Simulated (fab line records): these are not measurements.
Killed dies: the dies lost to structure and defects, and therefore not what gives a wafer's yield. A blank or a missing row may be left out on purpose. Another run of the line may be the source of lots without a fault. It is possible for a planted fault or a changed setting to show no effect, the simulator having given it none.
Matching of chambers ; flow berkeleyCmos170 ; 4 sister chambers for UCB170_PWELL_ETCH_14 on rieDiel-04
The step etches Si3N4 in CH3F/Ar/O2, stops on SiO2, target depth 242 nm, time 151 s. 4 wafers are shown with their chamber, then 7 later ones without.

WAFERS, EACH WITH ITS CHAMBER
wafer;chamber;throttleValvePct (%)
L100.5;0;8.02
L104.5;2;8.16
L112.2;3;7.88
L112.4;1;8.07

WAFERS WHOSE CHAMBER IS MISSING
wafer;throttleValvePct (%)
L112.5;7.88
L113.1;8.14
L113.4;8.04
L113.5;8.06
L115.3;8.02
L115.5;8.05
L115.6;8.03

THE CHAMBER EACH PASSED THROUGH
wafer;from the rows above;in truth
L112.5;3;3
L113.1;2;2
L113.4;can't be placed: 0 or 1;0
L113.5;1;1
L115.3;0;0
L115.5;can't be placed: 1 or 0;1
L115.6;0;0
Placed correctly: 5 of 7. Not placeable from these rows: 2 (in 2, the candidates include the true chamber). Placed wrongly: 0.
How it was worked out, from the rows above alone: a wafer's distance from a chamber is the root of the sum, over the readings, of the square of ((its reading less the chamber's mean) divided by the reading's scatter). The wafer belongs to the nearest chamber; if the next one is less than 2 further off, it can't be placed. Each chamber's mean is taken over the wafers shown for it. The scatter: with one shown wafer a chamber, the root of the mean of the squares of how far each hidden wafer lies from its nearest shown one.
